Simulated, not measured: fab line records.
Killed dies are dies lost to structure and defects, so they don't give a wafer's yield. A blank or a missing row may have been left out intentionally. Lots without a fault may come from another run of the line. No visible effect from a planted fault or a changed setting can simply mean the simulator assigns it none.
fab line records	flow berkeley_cmos170
record: lots: 5	wafers: 23
route steps=331 shown PLDD@146 NLDD@161 NSD@188 SDANNEAL@205 SILICIDE@211 CONTACT@217 M1@250
start_h: hours from the record's opening day to when the first of the lot's shown wafers began	wait_h: hours elapsed since this lot's preceding step	" unchanged from the row above	L1.1+2: a single row standing in for several wafers	- either no value or no given start	* or withheld: withheld	< > ~ a bound
route shown NAME@n: a module of which the file shows steps, and the number in the route of the first	usual: mean/standard deviation taken from wafers without a fault	same: alike in all rows	chamber/n: place in a boat	sites: readings site by site	_std_site: standard deviation of those values	_edge_site: the outer-site mean with the inner-site mean subtracted	radius_mm: for every site, how far away it sits from the centre of the wafer	mask NAME#n: copy n	behind: the most recent tool/chamber to have shaped the wafer	hold: the reason the lot was held/the length of the hold in hours/how it ended	device: whichever transistor did not switch (one of n, p or np)	end of line: tests run on the same wafers once the route is complete	step lacking rows: just its recipe	killed: dies that structure and defects cost at the first sort, which is not the same as the wafer's yield	map: a wafer's dies, marking killed ones x, the rest . and places with no die _
set.NAME: the setting that was run; set.NAME@STEP: the one run at that earlier step	model.NAME: the simulator's own value behind a step, which no gauge read
lots whose settings were changed on purpose; a table a step, a row a wafer
== steps ==
step: UCB170_PLDD_COAT_01
recipe: resist: KrF	spin_rpm: 1500	resist_thk_nm: 900
lot.wafer	tool	chamber	start_h	wait_h	set.resist_thk_nm	model.KrF_of_PLDD_COAT_01.thk_nm
L075.1	litho_track-04	0	155.73	0.1	919	923.7
L075.2	"	0	"	"	919	921.3
L075.3	"	0	"	"	900	902.7
L075.4	"	0	"	"	900	901.6
L075.5	"	0	"	"	919	921.5
L077.2	litho_track-02	0	155.75	0.1	900	902.4
L077.3+4	"	0	"	"	900	903.9
L077.5	"	0	"	"	900	905.6
L077.6	"	0	"	"	900	902.6
L081.1	litho_track-04	0	177.96	0.1	900	900.9
L081.2	"	0	"	"	900	900
L081.3	"	0	"	"	900	897.9
L083.1	litho_track-04	0	192.81	0.1	900	901.8
L083.2	"	0	"	"	850.7	854.1
L083.3	"	0	"	"	900	900.7
L083.5	"	0	"	"	900	901.1
L083.6	"	0	"	"	850.7	854.5
L085.1+2	litho_track-01	0	193.21	0.1	900	896.4
L085.3	"	0	"	"	900	895.9
L085.4	"	0	"	"	938.8	936.3
L085.5	"	0	"	"	938.8	936.8
step: UCB170_PLDD_SOFTBAKE_02
recipe: resist: KrF	temp_c: 130	time_s: 60
step: UCB170_PLDD_EXPOSE_03
recipe: mask_id: PSELECT	na: 0.5	sigma_outer: 0.6	source_shape: conventional	target_cd_nm: 1200	dose_mj: 30
step: UCB170_PLDD_IMPLANT_08
recipe: species: BF2	dose_cm2: 5e+13	energy_kev: 10	tilt_deg: 7	rotation_deg: 0
step: UCB170_PLDD_IMPLANT_09
recipe: species: BF2	dose_cm2: 5e+13	energy_kev: 10	tilt_deg: 7	rotation_deg: 180
step: UCB170_PLDD_STRIP_10
recipe: chemistry: O2	power_w: 400	pressure_mtorr: 3500	platen_temp_c: withheld	o2_flow_sccm: 400	overash_fraction: 0.5
usual: strip_time_to_endpoint_s: 21.61/0.07
lot.wafer	tool	chamber	start_h	wait_h	set.resist_thk_nm@PLDD_COAT_01	strip_time_to_endpoint_s
L075.1	plasma_asher-03	0	157.76	0.1	919	22.19
L075.2	"	1	"	"	919	22.13
L075.3	"	0	"	"	900	21.68
L075.4	"	1	"	"	900	21.66
L075.5	"	1	"	"	919	22.14
L077.2	plasma_asher-03	0	157.86	0.2	900	21.67
L077.3	"	1	"	"	900	21.71
L077.4	"	0	"	"	900	21.71
L077.5	"	1	"	"	900	21.76
L077.6	"	0	"	"	900	21.70
L081.1	plasma_asher-03	1	179.44	0.1	900	21.66
L081.2	"	0	"	"	900	21.64
L081.3	"	1	"	"	900	21.59
L083.1	plasma_asher-03	1	193.95	0.1	900	21.66
L083.2	"	0	"	"	850.7	20.52
L083.3	"	1	"	"	900	21.64
L083.5	"	0	"	"	900	21.65
L083.6	"	1	"	"	850.7	20.53
L085.1	plasma_asher-03	1	194.53	0.1	900	21.55
L085.2	"	0	"	"	900	21.55
L085.3	"	1	"	"	900	21.54
L085.4	"	0	"	"	938.8	22.50
L085.5	"	1	"	"	938.8	22.52
step: UCB170_NLDD_EXPOSE_03
recipe: mask_id: NSELECT	na: 0.5	sigma_outer: 0.6	source_shape: conventional	target_cd_nm: 1200	dose_mj: 30
lot.wafer	tool	chamber	start_h	wait_h	mask	set.dose_mj
L075.1+2+3+4+5	krf_scanner-01	0	-	-	NSELECT#0	30
L077.2+6	krf_scanner-01	0	-	-	NSELECT#0	29.3
L077.3+4+5	"	0	"	"	NSELECT#0	30
L081.1+2+3	krf_scanner-02	0	180.24	0.1	NSELECT#0	30
L083.1+2	krf_scanner-02	0	194.85	0.1	NSELECT#0	30.77
L083.3+5+6	"	0	"	"	NSELECT#0	30
L085.1+2+3+4+5	krf_scanner-02	0	195.32	0.1	NSELECT#0	30
step: UCB170_NLDD_DEVELOP_05
recipe: developer: TMAH	develop_time_s: 45	resist: KrF	dev_temp_c: 21
lot.wafer	tool	chamber	start_h	wait_h	set.develop_time_s
L075.1+3+5	litho_track-03	0	-	-	45
L075.2+4	"	0	"	"	40.32
L077.2+3+6	litho_track-04	0	-	-	39.72
L077.4+5	"	0	"	"	45
L081.1+2+3	litho_track-04	0	-	-	45
L083.1+6	litho_track-02	0	-	-	45
L083.2+3+5	"	0	"	"	47.49
L085.1+4	litho_track-02	0	-	-	45
L085.2+3+5	"	0	"	"	39.18
step: UCB170_NLDD_CD_MEAS_06
recipe: target_cd_nm: 1200
usual: cd_nm: 1200.3/1.4
lot.wafer	tool	chamber	start_h	wait_h	set.dose_mj@NLDD_EXPOSE_03	cd_nm
L075.1	cd_sem-01	-	160.44	-	30	1199.6
L075.2	"	-	"	"	30	1198.7
L075.3	"	-	"	"	30	1198.7
L075.4	"	-	"	"	30	1198.8
L075.5	"	-	"	"	30	1198.0
L077.2	cd_sem-02	-	160.57	-	29.3	1193.6
L077.3	"	-	"	"	30	1197.7
L077.4	"	-	"	"	30	1199.6
L077.5	"	-	"	"	30	1199.1
L077.6	"	-	"	"	29.3	1193.2
L081.1	cd_sem-02	-	180.77	-	30	1200.4
L081.2	"	-	"	"	30	1200.1
L081.3	"	-	"	"	30	1201.2
L083.1	cd_sem-01	-	195.32	-	30.77	1205.4
L083.2	"	-	"	"	30.77	1203.8
L083.3	"	-	"	"	30	1200.8
L083.5	"	-	"	"	30	1200.5
L083.6	"	-	"	"	30	1198.3
L085.1	cd_sem-02	-	196.04	-	30	1200.5
L085.2	"	-	"	"	30	1200.2
L085.3	"	-	"	"	30	1200.4
L085.4	"	-	"	"	30	1200.0
L085.5	"	-	"	"	30	1198.6
step: UCB170_NSD_COAT_01
recipe: resist: KrF	spin_rpm: 1500	resist_thk_nm: 900
lot.wafer	tool	chamber	start_h	wait_h	set.resist_thk_nm
L075.1+2+3+4+5	litho_track-04	0	167.68	0.1	900
L077.2+3+4+5+6	litho_track-01	0	167.88	0.1	900
L081.1+2+3	litho_track-04	0	193.65	0.1	900
L083.1+3	litho_track-04	0	204.34	0.1	900
L083.2+5+6	"	0	"	"	951.1
L085.1+2+3+4+5	litho_track-01	0	204.76	0.1	900
step: UCB170_NSD_IMPLANT_08
recipe: species: P	dose_cm2: 3e+15	energy_kev: 40	tilt_deg: 7
lot.wafer	tool	chamber	start_h	wait_h	set.dose_cm2
L075.1+5	implanter-01	0	168.86	0.0	2.863e+15
L075.2+3+4	"	0	"	"	3e+15
L077.2+3	implanter-03	0	168.99	0.0	3.176e+15
L077.4+5+6	"	0	"	"	3e+15
L081.1+2+3	implanter-03	0	194.62	0.0	3e+15
L083.1+2+3	implanter-02	0	205.49	0.0	3e+15
L083.5+6	"	0	"	"	3.2e+15
L085.1+2+5	implanter-03	0	205.73	0.0	3e+15
L085.3+4	"	0	"	"	2.92e+15
step: UCB170_NSD_STRIP_09
recipe: chemistry: O2	power_w: 400	pressure_mtorr: 3500	platen_temp_c: withheld	o2_flow_sccm: 400	overash_fraction: 0.5
usual: strip_time_to_endpoint_s: 35.80/0.078
lot.wafer	tool	chamber	start_h	wait_h	set.resist_thk_nm@NSD_COAT_01	set.dose_cm2@NSD_IMPLANT_08	strip_time_to_endpoint_s
L075.1	plasma_asher-04	0	169.01	0.1	900	2.863e+15	35.36
L075.2	"	1	"	"	900	3e+15	35.83
L075.3	"	0	"	"	900	3e+15	35.78
L075.4	"	1	"	"	900	3e+15	35.75
L075.5	"	0	"	"	900	2.863e+15	35.28
L077.2	plasma_asher-03	0	169.11	0.1	900	3.176e+15	36.23
L077.3	"	0	"	"	900	3.176e+15	36.32
L077.4	"	1	"	"	900	3e+15	35.73
L077.5	"	1	"	"	900	3e+15	35.74
L077.6	"	0	"	"	900	3e+15	35.64
L081.1	plasma_asher-04	0	194.77	0.1	900	3e+15	35.81
L081.2	"	1	"	"	900	3e+15	35.88
L081.3	"	0	"	"	900	3e+15	35.78
L083.1	plasma_asher-03	0	205.64	0.1	900	3e+15	35.79
L083.2	"	1	"	"	951.1	3e+15	37.03
L083.3	"	0	"	"	900	3e+15	35.73
L083.5	"	0	"	"	951.1	3.2e+15	37.57
L083.6	"	1	"	"	951.1	3.2e+15	37.63
L085.1	plasma_asher-04	0	205.88	0.1	900	3e+15	35.77
L085.2	"	1	"	"	900	3e+15	35.76
L085.3	"	0	"	"	900	2.92e+15	35.42
L085.4	"	1	"	"	900	2.92e+15	35.56
L085.5	"	1	"	"	900	3e+15	35.79
step: UCB170_NSD_CLEAN_11
recipe: chemistry: SPM	temp_c: 120	time_s: 600
step: UCB170_SDANNEAL_RTA_01
recipe: temp_c: 1050	time_s: 5	ambient: N2
step: UCB170_SDANNEAL_RS_MEAS_03
recipe: thk_meas_gauge: four-point-probe
usual: NSD_RS: 37.32/0.076
lot.wafer	tool	chamber	start_h	wait_h	set.dose_cm2@NSD_IMPLANT_08	NSD_RS[ohm/sq]
L075.1	film_metro-04	-	170.52	0.1	2.863e+15	38.05
L075.2	"	-	"	"	3e+15	37.17
L075.3	"	-	"	"	3e+15	37.28
L075.4	"	-	"	"	3e+15	37.25
L075.5	"	-	"	"	2.863e+15	38.07
L077.2	film_metro-01	-	170.69	0.1	3.176e+15	36.47
L077.3	"	-	"	"	3.176e+15	36.37
L077.4	"	-	"	"	3e+15	37.43
L077.5	"	-	"	"	3e+15	37.44
L077.6	"	-	"	"	3e+15	37.37
L081.1	film_metro-04	-	196.26	0.1	3e+15	37.31
L081.2	"	-	"	"	3e+15	37.23
L081.3	"	-	"	"	3e+15	37.34
L083.1	film_metro-01	-	206.95	0.1	3e+15	37.21
L083.2	"	-	"	"	3e+15	37.23
L083.3	"	-	"	"	3e+15	37.21
L083.5	"	-	"	"	3.2e+15	36.26
L083.6	"	-	"	"	3.2e+15	36.18
L085.1	film_metro-03	-	207.32	0.1	3e+15	37.29
L085.2	"	-	"	"	3e+15	37.29
L085.3	"	-	"	"	2.92e+15	37.80
L085.4	"	-	"	"	2.92e+15	37.76
L085.5	"	-	"	"	3e+15	37.34
step: UCB170_SILICIDE_SPUTTER_01
recipe: material: Ti	target_thk_nm: 30	time_s: 25	power_w: 1500	chamber_pressure_pa: 0.5
lot.wafer	tool	chamber	start_h	wait_h	set.power_w	model.Ti_of_SILICIDE_SPUTTER_01.thk_nm
L075.1	pvd_sputter-04	-	170.95	0.0	1500	30.09
L075.2	"	-	"	"	1500	29.98
L075.3	"	-	"	"	1390	27.59
L075.4	"	-	"	"	1390	27.8
L075.5	"	-	"	"	1390	27.76
L077.2	pvd_sputter-03	-	171.10	0.0	1500	29.7
L077.3	"	-	"	"	1360	27.07
L077.4	"	-	"	"	1500	29.78
L077.5	"	-	"	"	1360	26.63
L077.6	"	-	"	"	1500	29.86
L081.1+3	pvd_sputter-02	-	196.68	0.0	1500	30.1
L081.2	"	-	"	"	1500	30.12
L083.1	pvd_sputter-02	-	207.38	0.0	1500	30.62
L083.2	"	-	"	"	1500	30.55
L083.3	"	-	"	"	1500	30.64
L083.5	"	-	"	"	1500	30.68
L083.6	"	-	"	"	1500	30.47
L085.1	pvd_sputter-04	-	207.74	0.0	1500	30
L085.2	"	-	"	"	1500	30.4
L085.3+4	"	-	"	"	1500	30.12
L085.5	"	-	"	"	1500	30.28
step: UCB170_SILICIDE_RS_MEAS_02
recipe: thk_meas_gauge: four-point-probe	reads: Ti_of_SILICIDE_SPUTTER_01
usual: SILICIDE_TI_RS: 26.1/0.31
lot.wafer	tool	chamber	start_h	wait_h	set.power_w@SILICIDE_SPUTTER_01	SILICIDE_TI_RS[ohm/sq]
L075.1	film_metro-01	-	171.03	0.1	1500	26.1
L075.2	"	-	"	"	1500	26.2
L075.3	"	-	"	"	1390	28.9
L075.4	"	-	"	"	1390	28.6
L075.5	"	-	"	"	1390	28.8
L077.2	film_metro-02	-	171.16	0.0	1500	26.4
L077.3	"	-	"	"	1360	29.5
L077.4	"	-	"	"	1500	26.3
L077.5	"	-	"	"	1360	30.1
L077.6	"	-	"	"	1500	26.2
L081.1	film_metro-02	-	196.71	0.0	1500	26.0
L081.2	"	-	"	"	1500	26.0
L081.3	"	-	"	"	1500	26.1
L083.1	film_metro-01	-	207.42	0.0	1500	25.4
L083.2	"	-	"	"	1500	25.5
L083.3	"	-	"	"	1500	25.4
L083.5	"	-	"	"	1500	25.4
L083.6	"	-	"	"	1500	25.7
L085.1	film_metro-02	-	207.77	0.0	1500	26.1
L085.2	"	-	"	"	1500	25.7
L085.3	"	-	"	"	1500	26.1
L085.4	"	-	"	"	1500	26.0
L085.5	"	-	"	"	1500	25.9
step: UCB170_SILICIDE_THK_MEAS_03
recipe: thk_meas_gauge: xrf	reads: Ti_of_SILICIDE_SPUTTER_01
usual: SILICIDE_TI_THK: 30.50/0.29
lot.wafer	tool	chamber	start_h	wait_h	set.power_w@SILICIDE_SPUTTER_01	SILICIDE_TI_THK[nm]
L075.1	film_metro-01	-	171.15	0.1	1500	30.42
L075.2	"	-	"	"	1500	30.34
L075.3	"	-	"	"	1390	27.77
L075.4	"	-	"	"	1390	28.06
L075.5	"	-	"	"	1390	28.13
L077.2	film_metro-02	-	171.27	0.1	1500	30.23
L077.3	"	-	"	"	1360	27.61
L077.4	"	-	"	"	1500	30.25
L077.5	"	-	"	"	1360	27.21
L077.6	"	-	"	"	1500	30.31
L081.1	film_metro-02	-	196.83	0.1	1500	30.53
L081.2	"	-	"	"	1500	30.41
L081.3	"	-	"	"	1500	30.66
L083.1	film_metro-01	-	207.54	0.1	1500	30.96
L083.2	"	-	"	"	1500	30.84
L083.3	"	-	"	"	1500	30.98
L083.5	"	-	"	"	1500	30.87
L083.6	"	-	"	"	1500	30.77
L085.1	film_metro-02	-	207.89	0.1	1500	30.44
L085.2	"	-	"	"	1500	30.78
L085.3	"	-	"	"	1500	30.58
L085.4	"	-	"	"	1500	30.67
L085.5	"	-	"	"	1500	30.79
step: UCB170_CONTACT_CVD_01
recipe: material: PSG	target_thk_nm: 700	temp_c: 450	precursor: SiH4/O2/PH3	time_s: 2820	pressure_mtorr: 300	sih4_flow_sccm: 60	o2_flow_sccm: 90	ph3_flow_sccm: 25
lot.wafer	tool	chamber	start_h	wait_h	set.pressure_mtorr	model.PSG_of_CONTACT_CVD_01.thk_nm
L075.1	-	-	-	1.2	341.2	752.5
L075.2	"	-	"	"	341.2	748.2
L075.3	"	-	"	"	341.2	754.3
L075.4	"	-	"	"	341.2	755.8
L075.5	"	-	"	"	341.2	753.5
L077.2	-	-	-	1.0	300	705.6
L077.3	"	-	"	"	300	705.2
L077.4	"	-	"	"	300	702.8
L077.5	"	-	"	"	300	706.9
L077.6	"	-	"	"	300	701
L081.1	lpcvd-02	1	197.17	0.0	300	708.8
L081.2	"	1	"	"	300	708.7
L081.3	"	1	"	"	300	711.2
L083.1	-	-	-	0.0	300	708.4
L083.2	"	-	"	"	300	702.5
L083.3	"	-	"	"	300	709.8
L083.5	"	-	"	"	300	712.3
L083.6	"	-	"	"	300	704
L085.1	-	-	-	0.0	271.8	667.7
L085.2	"	-	"	"	271.8	666
L085.3	"	-	"	"	271.8	675.4
L085.4	"	-	"	"	271.8	670.8
L085.5	"	-	"	"	271.8	677.8
step: UCB170_CONTACT_THK_MEAS_02
recipe: reads: PSG_of_CONTACT_CVD_01
usual: CONTACT_PSG_THK: 703/4.6
lot.wafer	tool	chamber	start_h	wait_h	set.pressure_mtorr@CONTACT_CVD_01	CONTACT_PSG_THK[nm]
L075.1	film_metro-03	-	-	-	341.2	752
L075.2	"	-	"	"	341.2	748
L075.3	"	-	"	"	341.2	754
L075.4	"	-	"	"	341.2	755
L075.5	"	-	"	"	341.2	754
L077.2	film_metro-02	-	-	-	300	705
L077.3	"	-	"	"	300	705
L077.4	"	-	"	"	300	702
L077.5	"	-	"	"	300	707
L077.6	"	-	"	"	300	701
L081.1	film_metro-02	-	198.95	0.0	300	710
L081.2	"	-	"	"	300	709
L081.3	"	-	"	"	300	711
L083.1	film_metro-03	-	-	-	300	708
L083.2	"	-	"	"	300	703
L083.3	"	-	"	"	300	710
L083.5	"	-	"	"	300	712
L083.6	"	-	"	"	300	703
L085.1	film_metro-03	-	-	-	271.8	668
L085.2	"	-	"	"	271.8	666
L085.3	"	-	"	"	271.8	676
L085.4	"	-	"	"	271.8	671
L085.5	"	-	"	"	271.8	677
step: UCB170_CONTACT_ETCH_18
recipe: chemistry: CHF3/CF4/Ar	target: PSG	stop_on: TiSi2	CHF3_flow_sccm: 45	cf4_flow_sccm: 15	Ar_flow_sccm: 150	pressure_mtorr: 200	rf_w: 700	target_depth_a: 8400	over_etch_frac: 0.2	time_s: 195
lot.wafer	tool	chamber	start_h	wait_h	set.over_etch_frac	set.pressure_mtorr@CONTACT_CVD_01	model.CONTACT.feature_depth_nm	model.etch.depth_nm
L077.2	rie_diel-03	3	-	-	0.2	300	705.6	-
L077.3	"	0	"	"	0.1627	300	705.2	705.2
L077.4	"	3	"	"	0.1627	300	702.8	-
L077.5	"	1	"	"	0.1627	300	706.9	706.9
L077.6	"	0	"	"	0.2	300	701	701
L075.1	rie_diel-04	2	-	-	0.2	341.2	752.5	752.5
L075.2	"	0	"	"	0.2	341.2	748.2	-
L075.3	"	1	"	"	0.2	341.2	754.3	-
L075.4	"	2	"	"	0.2	341.2	755.8	-
L075.5	"	0	"	"	0.2	341.2	753.5	753.5
L081.1	rie_diel-03	3	-	-	0.2	300	708.8	708.8
L081.2	"	2	"	"	0.2	300	708.7	708.7
L081.3	"	0	"	"	0.2	300	711.2	711.2
L083.1	rie_diel-02	0	-	-	0.2	300	708.4	708.4
L083.2	"	2	"	"	0.2	300	702.5	-
L083.3	"	3	"	"	0.2	300	709.8	-
L083.5	"	3	"	"	0.2	300	712.3	712.3
L083.6	"	0	"	"	0.2	300	704	704
L085.1	rie_diel-03	0	-	-	0.2286	271.8	667.7	667.7
L085.2	"	3	"	"	0.2	271.8	666	-
L085.3	"	1	"	"	0.2286	271.8	675.4	675.4
L085.4	"	2	"	"	0.2286	271.8	670.8	-
L085.5	"	1	"	"	0.2	271.8	677.8	677.8
step: UCB170_M1_METAL_ETCH_12
recipe: chemistry: Cl2/BCl3	target: Al	stop_on: PSG	pressure_mtorr: 12	target_depth_a: 7800	over_etch_frac: 0.3	time_s: 130	icp_w: 600	bias_w: 120	Cl2_flow_sccm: 90	bcl3_flow_sccm: 45
lot.wafer	tool	chamber	start_h	wait_h	set.icp_w	set.pressure_mtorr@CONTACT_CVD_01	model.PSG_of_CONTACT_CVD_01.thk_nm	model.KrF_of_M1_COAT_04.thk_nm
L077.2	rie_metal-01	1	179.11	-	600	300	667.2	427.8
L077.3	"	1	"	"	600	300	666.9	429.8
L077.4	"	0	"	"	600	300	664.9	431.3
L077.5	"	1	"	"	600	300	668.4	424.8
L077.6	"	0	"	"	600	300	663	429.1
L075.1	rie_metal-02	0	179.23	-	642.6	341.2	712.8	422.5
L075.2	"	1	"	"	642.6	341.2	707.5	410.8
L075.3	"	1	"	"	600	341.2	716.2	433.4
L075.4	"	0	"	"	600	341.2	718.9	450.1
L075.5	"	1	"	"	642.6	341.2	712.7	412.9
L081.1	rie_metal-01	0	202.70	-	600	300	671.1	435.1
L081.2	"	1	"	"	600	300	670.4	429.1
L081.3	"	1	"	"	600	300	672.8	430.6
L083.1	rie_metal-03	1	213.84	-	600	300	670.5	433.9
L083.2	"	0	"	"	600	300	665	435.7
L083.3	"	0	"	"	636.3	300	669.9	409.7
L083.5	"	1	"	"	636.3	300	672	406.3
L083.6	"	0	"	"	600	300	666.2	432.8
L085.1	rie_metal-01	0	214.12	-	600	271.8	630	430.8
L085.2	"	1	"	"	535.6	271.8	630.9	468.1
L085.3	"	0	"	"	535.6	271.8	641.1	479.1
L085.4	"	1	"	"	600	271.8	632.5	429.3
L085.5	"	1	"	"	600	271.8	639.5	426.6
== key ==
split: step: UCB170_PLDD_COAT_01	setting: resist_thk_nm	stated: 900	by: wafer
response: step: UCB170_PLDD_COAT_01	reading: model.KrF_of_PLDD_COAT_01.thk_nm	change: +8.91	per: 1%	r: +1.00
response: step: UCB170_PLDD_STRIP_10	reading: strip_time_to_endpoint_s	change: *	per: 1%	r: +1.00
split: step: UCB170_NLDD_EXPOSE_03	setting: dose_mj	stated: 30	by: wafer
response: step: UCB170_NLDD_CD_MEAS_06	reading: cd_nm	change: +2.05	per: 1%	r: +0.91
split: step: UCB170_NLDD_DEVELOP_05	setting: develop_time_s	stated: 45	by: wafer
response none clear
split: step: UCB170_NSD_COAT_01	setting: resist_thk_nm	stated: 900	by: wafer
response: step: UCB170_NSD_STRIP_09	reading: strip_time_to_endpoint_s	slope: *	per: 1%	together_with: dose_cm2@NSD_IMPLANT_08	explained: 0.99
split: step: UCB170_NSD_IMPLANT_08	setting: dose_cm2	stated: 3e+15	by: wafer
response: step: UCB170_SDANNEAL_RS_MEAS_03	reading: NSD_RS	change: -0.164	per: 1%	r: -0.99
response: step: UCB170_NSD_STRIP_09	reading: strip_time_to_endpoint_s	slope: *	per: 1%	together_with: resist_thk_nm@NSD_COAT_01	explained: 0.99
split: step: UCB170_SILICIDE_SPUTTER_01	setting: power_w	stated: 1500	by: wafer
response: step: UCB170_SILICIDE_SPUTTER_01	reading: model.Ti_of_SILICIDE_SPUTTER_01.thk_nm	change: +0.315	per: 1%	r: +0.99
response: step: UCB170_SILICIDE_RS_MEAS_02	reading: SILICIDE_TI_RS	change: -0.364	per: 1%	r: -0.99
response: step: UCB170_SILICIDE_THK_MEAS_03	reading: SILICIDE_TI_THK	change: +0.314	per: 1%	r: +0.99
split: step: UCB170_CONTACT_CVD_01	setting: pressure_mtorr	stated: 300	by: lot
response: step: UCB170_CONTACT_CVD_01	reading: model.PSG_of_CONTACT_CVD_01.thk_nm	change: +3.5	per: 1%	r: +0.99
response: step: UCB170_CONTACT_THK_MEAS_02	reading: CONTACT_PSG_THK	change: +3.48	per: 1%	r: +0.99
response: step: UCB170_CONTACT_ETCH_18	reading: model.CONTACT.feature_depth_nm	change: +3.5	per: 1%	r: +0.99
response: step: UCB170_CONTACT_ETCH_18	reading: model.etch.depth_nm	change: +3.43	per: 1%	r: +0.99
response: step: UCB170_M1_METAL_ETCH_12	reading: model.PSG_of_CONTACT_CVD_01.thk_nm	change: +3.39	per: 1%	r: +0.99
split: step: UCB170_CONTACT_ETCH_18	setting: over_etch_frac	stated: 0.2	by: wafer
response none clear
split: step: UCB170_M1_METAL_ETCH_12	setting: icp_w	stated: 600	by: wafer
response: step: UCB170_M1_METAL_ETCH_12	reading: model.KrF_of_M1_COAT_04.thk_nm	change: -4.08	per: 1%	r: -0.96
